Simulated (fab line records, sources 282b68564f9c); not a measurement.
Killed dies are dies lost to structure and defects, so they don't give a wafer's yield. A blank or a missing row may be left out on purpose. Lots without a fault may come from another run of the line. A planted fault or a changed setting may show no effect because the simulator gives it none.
Which tool did it? | flow rit_cmos | 7 lots, 21 wafers sampled, at 2 steps of a route of 202

WHAT THE GAUGES READ, wafer by wafer
RIT_PRETRO_OVL_MEAS_06.
lot  | measured    | on         | PRETRO_OVL (nm)
L286 | day 3 13:50 | overlay-02 | 0.9 0.5 -0.3
L289 | day 4 04:06 | overlay-01 | -0.3 0.4 0.6
L291 | day 4 14:56 | overlay-02 | -1.2 -1.1 -0.9
L293 | day 5 00:36 | overlay-02 | -0.2 1.9 0.0
L296 | day 5 18:23 | overlay-01 | 0.6 1.7 2.7
L298 | day 6 06:05 | overlay-01 | 0.7 1.2 -0.7
L303 | day 7 09:20 | overlay-01 | 3682.8 3682.5 3683.5

WHICH TOOL RAN EACH LOT (tool, then ch and the chambers of the sampled wafers, then the start)
lot  | RIT_PRETRO_EXPOSE_03
L286 | iline_stepper-01 ch 0, day 3 13:25
L289 | iline_stepper-01 ch 0, day 4 03:41
L291 | iline_stepper-02 ch 0, day 4 14:31
L293 | iline_stepper-01 ch 0, day 5 00:10
L296 | iline_stepper-01 ch 0, day 5 17:57
L298 | iline_stepper-01 ch 0, day 6 05:39
L303 | iline_stepper-02 ch 0, day 7 08:54
- RIT_PRETRO_EXPOSE_03: exposes mask M5, target cd 43700 nm.

THE ANSWER, worked out from the rows above alone
Rule: what is usual is taken from the lots themselves. Put in order of their means at a reading, lots are off if they are a third of the lots or fewer, leave a main group of 4 or more, and stand apart from it by a gap of 3 or more times the standard deviation of the main group's means; of several such gaps the widest counts. A main group whose means are all the same, to the digits that the tables above print for the reading, isn't used. A lot without any number at a reading at which 4 lots or more have one is off too. The other lots that the step has rows for count as sound.
Off: L303, at RIT_PRETRO_OVL_MEAS_06 (PRETRO_OVL). The main group: mean 0.4 nm, standard deviation 0.8.
A tool fits if, at a process step before that reading, it ran every lot that is off, and no sound lot after the first of them. The gauges at RIT_PRETRO_OVL_MEAS_06 are tried like those tools. Can't be told from this: 2 tools fit, iline_stepper-02 at RIT_PRETRO_EXPOSE_03, overlay-01 at RIT_PRETRO_OVL_MEAS_06.

WHAT THE SIMULATOR HAD PUT IN
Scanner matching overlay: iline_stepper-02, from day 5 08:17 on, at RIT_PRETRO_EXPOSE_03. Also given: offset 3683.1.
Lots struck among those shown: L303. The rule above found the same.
